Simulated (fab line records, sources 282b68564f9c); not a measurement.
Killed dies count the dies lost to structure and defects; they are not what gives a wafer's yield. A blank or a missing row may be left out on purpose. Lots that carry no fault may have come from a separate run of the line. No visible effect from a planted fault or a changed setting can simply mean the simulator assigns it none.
Which tool is to blame? + flow rit cmos + 18 wafers from 6 lots sampled at 2 of the route's 202 steps

WHAT THE GAUGES SHOWED, per wafer
RIT_ACTIVE_THK_MEAS_04.
| lot  | measured    | on            | ACTIVE_NITRIDE_THK (nm) |
|------|-------------|---------------|-------------------------|
| L208 | day 1 18:32 | film metro-01 | 150.9 150.9 151.5       |
| L210 | day 2 04:32 | film metro-01 | 185.6 186.6 187.3       |
| L214 | day 3 01:39 | film metro-01 | 148.8 147.6 147.2       |
| L220 | day 4 08:50 | film metro-02 | 151.6 152.5 151.7       |
| L227 | day 5 18:37 | film metro-04 | 151.9 151.6 152.5       |
| L229 | day 6 04:38 | film metro-04 | 149.0 150.0 150.5       |

TOOL THAT RAN EACH LOT (tool first, then ch and the chambers of the sampled wafers, then the start)
| lot  | RIT_ACTIVE_CVD_03          |
|------|----------------------------|
| L208 | lpcvd-02 ch 0, day 1 17:07 |
| L210 | lpcvd-02 ch 1, day 2 03:07 |
| L214 | lpcvd-01 ch 1, day 3 00:14 |
| L220 | lpcvd-01 ch 1, day 4 07:25 |
| L227 | lpcvd-02 ch 1, day 5 16:29 |
| L229 | lpcvd-02 ch 1, day 6 03:13 |
- RIT_ACTIVE_CVD_03: deposits Si3N4 from SiH2Cl2/NH3, target thk 150 nm, time 1500 s.

THE ANSWER, worked out from the rows above alone
Rule: what is usual is taken from the lots themselves. The widest of any qualifying gaps counts: lots, ordered by their means at a reading, are off when they make up no more than a third of the lots, leave a main group of 4 or more, and stand apart from it by 3 or more times the standard deviation of that group's means. A main group whose means are all the same, to the digits that the tables above print for the reading, isn't used. A lot without any number at a reading at which 4 lots or more have one is off too. Any other lot the step has rows for is counted as sound.
Off: L210, seen at RIT_ACTIVE_THK_MEAS_04 (ACTIVE_NITRIDE_THK). Mean 150.5 nm and standard deviation 1.6 in the main group.
If a tool, at a process step before that reading, ran all the lots that are off and no sound lot after the first of them, it fits. The gauges at RIT_ACTIVE_THK_MEAS_04 are tried like those tools. Not one of the candidates tried fits.

WHAT THE SIMULATOR HAD INSERTED
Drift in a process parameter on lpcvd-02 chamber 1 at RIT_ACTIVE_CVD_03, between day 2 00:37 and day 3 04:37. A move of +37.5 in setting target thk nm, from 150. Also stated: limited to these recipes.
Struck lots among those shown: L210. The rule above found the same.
